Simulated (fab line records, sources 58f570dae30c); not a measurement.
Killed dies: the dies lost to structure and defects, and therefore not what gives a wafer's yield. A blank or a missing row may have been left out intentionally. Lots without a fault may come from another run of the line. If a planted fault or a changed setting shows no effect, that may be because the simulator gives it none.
A single fault, viewed from 2 desks ; flow berkeley cmos170 ; each desk has only its own numbers; what lay behind them comes last

METROLOGY DESK
Lot by lot, what the gauges showed, no matter which tool ran the lot: averages of those sampled wafers that carry a number. A lot is out of limits, marked OUT, if its mean lies more than 4 standard deviations from the usual mean; the brackets give that distance.
Columns: A = V1_OVL at UCB170_V1_OVL_MEAS_13, usual -2 nm; B = V2_TEOS_THK at UCB170_V2_THK_MEAS_01, usual 1990 nm; C = V2_OVL at UCB170_V2_OVL_MEAS_13, usual 2 nm
lot;first seen here;A;B;C
L900;day 8 17:46;-7;1958;3
L901;day 9 02:55;0;1962;2
L904;day 9 06:30;8;2032;1
L903;day 9 08:58;-1;2000;5
L908;day 9 16:16;-2;2009;8
L905;day 9 17:08;-2;1987;-2
L906;day 9 18:26;-3;1982;-5
L907;day 9 18:58;1;2010;4
L909;day 10 07:17;-9;1980;-1
L910;day 10 16:08;-9;1973;-3
L912;day 10 17:25;-3;2006;3
L918;day 12 09:37;-6;1954;-2
L919;day 12 10:49;-4;1941;4
L922;day 13 05:31;1;1986;2
L923;day 13 22:40;0;2030;1
Finding of this desk: none of the 15 lots has anything out of limits.

AT THE TOOL OWNER'S DESK: litho track-04
Per lot that ran on this tool, the mean of the sampled wafers carrying a number, from the tool's own readings at UCB170_M3_SOFTBAKE_11 (time 60 s). A lot is out of limits, marked OUT, if its mean lies more than 4 standard deviations from the usual mean; the brackets give that distance.
Columns: A = plate temp C at UCB170_M3_SOFTBAKE_11, usual 130.01 C; B = run length s at UCB170_M3_SOFTBAKE_11, usual 89.22 s
lot;first seen here;A;B
L900;day 9 02:00;130.10;89.54
L903;day 9 17:00;130.04;89.37
L908;day 10 00:00;130.07;89.30
L906;day 10 02:00;130.00;89.60
L907;day 10 03:00;130.05;99.95 (+49) OUT
L910;day 11 00:00;129.92;99.94 (+49) OUT
L912;day 11 01:00;129.95;100.07 (+49) OUT
Finding of this desk: L907, L910, L912 out of limits; the first was L907 at day 10 03:00, on run length s at UCB170_M3_SOFTBAKE_11. L900, L903, L908, L906: within limits.

ALL TOGETHER
On L907, L910, L912, at day 10 03:00, an alarm was possible from the tool owner's desk.
Nothing out of limits was seen by the metrology desk.
The metrology desk has L907, L910, L912 on record, within its limits.
All the named lots went through UCB170_M3_SOFTBAKE_11 on litho track-04.

WHAT THE SIMULATOR HAD INSERTED
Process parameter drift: litho track-04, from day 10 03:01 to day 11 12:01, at UCB170_M3_SOFTBAKE_11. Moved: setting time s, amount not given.
Shown lots that were struck: L907, L910, L912.
